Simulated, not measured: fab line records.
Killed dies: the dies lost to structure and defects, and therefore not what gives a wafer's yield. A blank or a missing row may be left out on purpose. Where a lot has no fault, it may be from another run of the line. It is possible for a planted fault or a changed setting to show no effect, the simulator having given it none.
Split-lot trial    flow berkeley-cmos170    route with 331 steps; 5 lots, 23 wafers read

## THE SPLIT
At UCB170_SACOX_OXIDATION_01 (target thk 14.4 nm, ox time 2400 s), the setting ox-time-s was moved away from the recipe's 2400 s on 10 of the 23 wafers read, by -6.9% to +14.5%. For the rest of the wafers, this setting stayed at what the recipe calls for.

Split to reading: the file shows no intervening step.

## THE READING
SACOX_OXIDE_THK in nanometres, read at UCB170_SACOX_THK_MEAS_02. Fault-free wafers of this fab line usually give 14.24 nm, standard deviation 0.25 nm.

wafer   tool, chamber at the split  ox-time-s as run, s  against the recipe  SACOX_OXIDE_THK, nm  against lot-mates on the recipe
L078.1  furnace-02, 0               2400                 recipe              14.21                -
L078.3  furnace-02, 0               2400                 recipe              14.14                -
L078.4  furnace-02, 0               2400                 recipe              14.27                -
L079.1  -, -                        2234                 -6.9%               13.81                no lot-mate on the recipe
L079.2  -, -                        2234                 -6.9%               13.85                no lot-mate on the recipe
L079.4  -, -                        2234                 -6.9%               13.88                no lot-mate on the recipe
L079.5  -, -                        2234                 -6.9%               13.63                no lot-mate on the recipe
L079.6  -, -                        2234                 -6.9%               13.82                no lot-mate on the recipe
L081.1  -, -                        2400                 recipe              14.42                -
L081.3  -, -                        2400                 recipe              14.41                -
L081.4  -, -                        2400                 recipe              14.40                -
L081.5  -, -                        2400                 recipe              14.28                -
L081.6  -, -                        2400                 recipe              14.32                -
L083.1  -, -                        2400                 recipe              14.23                -
L083.3  -, -                        2400                 recipe              14.37                -
L083.4  -, -                        2400                 recipe              14.17                -
L083.5  -, -                        2400                 recipe              14.26                -
L083.6  -, -                        2400                 recipe              14.27                -
L085.1  -, -                        2748                 +14.5%              15.40                no lot-mate on the recipe
L085.2  -, -                        2748                 +14.5%              15.53                no lot-mate on the recipe
L085.4  -, -                        2748                 +14.5%              15.21                no lot-mate on the recipe
L085.5  -, -                        2748                 +14.5%              15.22                no lot-mate on the recipe
L085.6  -, -                        2748                 +14.5%              15.40                no lot-mate on the recipe

FIT RESULTS
A straight line over all 23 wafers: SACOX_OXIDE_THK changes by +0.0728 nm for each +1% of ox-time-s; r = +0.98; the points scatter about the line by 0.1 nm.
Too few moved wafers have a lot-mate on the recipe to fit a line with each lot's own level taken away.

## THE WHOLE CHAIN: every reading that the file lists as answering this split, in the file's order
step                       what it does                        reading                                                                             change (the file's fit)                r (the file's)
UCB170_SACOX_OXIDATION_01  target thk 14.4 nm, ox time 2400 s  SiO2_of_SACOX_OXIDATION_01.thk-nm (the simulator's own value, which no gauge read)  +0.074 nm for each +1% of the setting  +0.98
UCB170_SACOX_THK_MEAS_02                                       SACOX_OXIDE_THK                                                                     +0.0728 for each +1% of the setting    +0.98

## FILE'S OWN FIT
SACOX_OXIDE_THK changes by +0.0728 nm for each +1% of ox-time-s, r = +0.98.
